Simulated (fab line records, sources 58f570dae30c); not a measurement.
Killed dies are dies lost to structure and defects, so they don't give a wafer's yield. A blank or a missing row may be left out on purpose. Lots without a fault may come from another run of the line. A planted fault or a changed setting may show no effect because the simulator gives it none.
Split-lot experiment | flow berkeley_cmos170 | 5 lots, 23 wafers read, on a route of 331 steps

THE SPLIT
At UCB170_PWELL_IMPLANT_15, the setting energy_kev was moved away from the recipe's 60 on 5 of the 23 wafers read, by -4.1% to +4.7%. The other wafers ran this setting at the recipe's value.

The reading is taken at the split's own step.

THE READING
implant.rp_nm (the simulator's own value, which no gauge read), in nm, at UCB170_PWELL_IMPLANT_15. The file gives no usual value for it. The 18 wafers here that ran the recipe average 190.3 nm, standard deviation 1.5 nm.

wafer  | tool, chamber at the split | energy_kev as run | against the recipe | implant.rp_nm, nm | against lot-mates on the recipe
L076.1 | implanter-01, 0            | 60                | recipe             | 192.6             | -
L076.2 | implanter-01, 0            | 60                | recipe             | 192.6             | -
L076.3 | implanter-01, 0            | 60                | recipe             | 192.6             | -
L076.4 | implanter-01, 0            | 60                | recipe             | 192.6             | -
L076.5 | implanter-01, 0            | 60                | recipe             | 192.6             | -
L080.2 | implanter-03, 0            | 60                | recipe             | 188.4             | -
L080.3 | implanter-03, 0            | 60                | recipe             | 188.4             | -
L080.6 | implanter-03, 0            | 60                | recipe             | 188.4             | -
L081.1 | implanter-04, 0            | 60                | recipe             | 189.6             | -
L081.3 | implanter-04, 0            | 60                | recipe             | 189.6             | -
L081.4 | implanter-04, 0            | 60                | recipe             | 189.6             | -
L081.5 | implanter-04, 0            | 60                | recipe             | 189.6             | -
L081.6 | implanter-04, 0            | 60                | recipe             | 189.6             | -
L084.1 | implanter-01, 0            | 62.8              | +4.7%              | 200.6             | +11.1
L084.2 | implanter-01, 0            | 62.8              | +4.7%              | 200.6             | +11.1
L084.3 | implanter-01, 0            | 60                | recipe             | 189.5             | -
L084.4 | implanter-01, 0            | 60                | recipe             | 189.5             | -
L084.6 | implanter-01, 0            | 60                | recipe             | 189.5             | -
L085.1 | implanter-04, 0            | 57.54             | -4.1%              | 183.2             | -7.2
L085.3 | implanter-04, 0            | 57.54             | -4.1%              | 183.2             | -7.2
L085.4 | implanter-04, 0            | 57.54             | -4.1%              | 183.2             | -7.2
L085.2 | implanter-04, 0            | 60                | recipe             | 190.4             | -
L085.6 | implanter-04, 0            | 60                | recipe             | 190.4             | -

THE FIT
A straight line over all 23 wafers: implant.rp_nm changes by +1.96 nm for each +1% of energy_kev; r = +0.94; the points scatter about the line by 1.5 nm.
The same after taking each lot's own level away (the mean of its wafers on the recipe; 23 wafers): +2.05 nm for each +1%; r = +0.99; scatter 0.58 nm.
On that fit, the largest move of energy_kev shifts the reading by 9.6 nm.
The lots' own levels span 188.40 to 192.60 nm, that is 2.8 times the standard deviation above.
So the lot-to-lot level changes the slope little: the two slopes agree.
Check: with one of the wafers moved furthest among these (+4.7%) left out of the fit, the line predicts +9.38 nm for it against its lot-mates. It came out at +11.1 nm against them.

OTHER SPLITS ON THESE WAFERS
These wafers also went through other splits before the reading. Each is held against what the fit with the lots' levels taken away leaves over:
other split on the same wafers | wafers away from the commonest value | r with implant.rp_nm (lot level and that fit taken away)
UCB170_ZERO_COAT_01 spin_rpm   | 5                                    | +0.24
UCB170_ZERO_ETCH_06 rf_w       | 8                                    | +0.00

THE WHOLE CHAIN: every reading that the file lists as answering this split, in the file's order
step                    | what it does | reading                                                         | change (the file's fit)               | r (the file's)
UCB170_PWELL_IMPLANT_15 |              | implant.drp_nm (the simulator's own value, which no gauge read) | +0.341 nm for each +1% of the setting | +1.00
UCB170_PWELL_IMPLANT_15 |              | implant.rp_nm (the simulator's own value, which no gauge read)  | +2.11 nm for each +1% of the setting  | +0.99

THE FILE'S OWN FIT
implant.rp_nm changes by +2.11 nm for each +1% of energy_kev, r = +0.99.
